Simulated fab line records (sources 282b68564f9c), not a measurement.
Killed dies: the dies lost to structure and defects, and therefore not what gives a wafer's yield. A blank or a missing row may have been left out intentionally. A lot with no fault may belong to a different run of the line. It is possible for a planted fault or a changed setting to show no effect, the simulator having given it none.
Which of the tools did it?	flow rit cmos	Sampling: 13 lots, 39 wafers, 2 of 202 route steps

WHAT THE GAUGES SHOWED, per wafer
The record holds no reading of a measuring or inspecting step that can be judged against a usual standard deviation.

WHAT TOOL EACH LOT RAN ON (gives the tool, then ch and the chambers of the sampled wafers, and finally the start)
lot	RIT_SPACER_ETCHBACK_05	RIT_M1_PROBE_99
L535	rie diel-03 ch 0,2, day 2 22:39	-
L536	rie diel-03 ch 0,2,3, day 3 03:28	prober-02, day 3 15:32
L537	rie diel-04 ch 0,1, day 3 08:27	-
L538	rie diel-02 ch 2,3, day 3 11:46	prober-02, day 3 22:58
L541	rie diel-03 ch 1,3, day 4 04:01	-
L542	rie diel-02 ch 0,1,3, day 4 08:18	-
L549	rie diel-04 ch 0,1,3, day 5 20:18	-
L548	rie diel-02 ch 0,1,3, day 5 21:20	prober-01, day 6 08:44
L550	rie diel-04 ch 1,2,3, day 5 23:56	prober-02, day 6 11:10
L551	rie diel-04 ch 0,1,2, day 6 05:25	prober-01, day 6 16:32
L553	rie diel-03 ch 0,3, day 6 17:15	-
L554	rie diel-03 ch 1,2, day 6 20:31	prober-02, day 7 07:31
L555	rie diel-04 ch 1,2,3, day 7 02:18	-
- RIT_SPACER_ETCHBACK_05: etches Si3N4 in SF6/CHF3, stops on SiO2, target depth 250 nm, time 240 s.
- RIT_M1_PROBE_99

AS READ BY THE TOOLS THEMSELVES (means over the sampled wafers that have a number; for cases with no such wafer, the mark the record gives instead)
RIT_SPACER_ETCHBACK_05. Usual: drypump motor current A 5.9 A, standard deviation 0.3; oes product au 0.843 a.u., standard deviation 0.013; run length s 268.2 s, standard deviation 0.46; throttle valve pct 10.21 %, standard deviation 0.14.
lot	tool	drypump motor current A (A)	oes product au (a.u.)	run length s (s)	throttle valve pct (%)	flag
L535	rie diel-03	6.3	0.836	268.4	10.00	
L536	rie diel-03	6.1	0.842	268.3	10.05	
L537	rie diel-04	5.8	0.844	268.4	10.28	
L538	rie diel-02	5.6	0.857	268.5	10.18	
L541	rie diel-03	5.7	0.862	268.0	10.36	
L542	rie diel-02	6.0	0.879	258.9	10.19	OFF
L549	rie diel-04	5.7	0.849	267.9	10.26	
L548	rie diel-02	6.0	0.881	258.9	10.19	OFF
L550	rie diel-04	5.9	0.845	268.1	10.26	
L551	rie diel-04	5.8	0.854	268.3	10.28	
L553	rie diel-03	5.9	0.842	268.0	10.11	
L554	rie diel-03	5.9	0.844	268.2	10.30	
L555	rie diel-04	5.9	0.843	267.9	10.26	

RIT_M1_PROBE_99. Usual: killed_at_M0_to_M3 0.0, standard deviation 0.14; killed at contacts 0.1, standard deviation 0.29; killed at front end 6.3, standard deviation 2.8; killed dies 6.4, standard deviation 2.8; killed open 3.3, standard deviation 1.7; killed short 3.1, standard deviation 1.9.
lot	tool	killed_at_M0_to_M3	killed at contacts	killed at front end	killed dies	killed open	killed short	flag
L536	prober-02	0.0	0.0	5.3	5.3	2.7	2.7	
L538	prober-02	0.0	0.0	7.7	7.7	3.7	4.0	
L548	prober-01	0.0	0.0	6.7	6.7	2.7	4.0	
L550	prober-02	0.0	0.0	12.3	12.3	6.3	6.0	
L551	prober-01	0.0	0.0	6.0	6.0	3.7	2.3	
L554	prober-02	0.0	0.0	8.3	8.3	4.7	3.7	

THE ANSWER, worked out from the rows above alone
Rule: take the mean of a lot's wafers that have a number; if it is more than 3 standard deviations from the usual mean, the lot is off. Also off: a lot with no number at a reading for which 4 or more lots have one. Any other lot the step has rows for is counted as sound. The gauges are gone through in route order, then the tools' own readings, and for those a lot's mean is taken as printed above. The first step at which some lot is off is used, and at that step the reading that is off furthest; a lot without a number counts as furthest.
Off: L542, L548, at RIT_SPACER_ETCHBACK_05 (run length s).
A tool fits if, at that step or a process step before it, it ran every lot that is off, and no sound lot after the first of them. One candidate fits, namely rie diel-02 at RIT_SPACER_ETCHBACK_05. A fault onset in the window from L538 (day 3 11:46, its last sound lot) to L542 (day 4 08:18, its first lot off) fits.
The tool's own readings at RIT_SPACER_ETCHBACK_05 bear it out: on the lots that are off they differ by more than 5 times the standard deviation of the sound lots' means. run length s reads 258.9 s there against 268.2 s on the sound lots.

WHAT THE SIMULATOR HAD INSERTED
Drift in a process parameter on rie diel-02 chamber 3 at RIT_SPACER_ETCHBACK_05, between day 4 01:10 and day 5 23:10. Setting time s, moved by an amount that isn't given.
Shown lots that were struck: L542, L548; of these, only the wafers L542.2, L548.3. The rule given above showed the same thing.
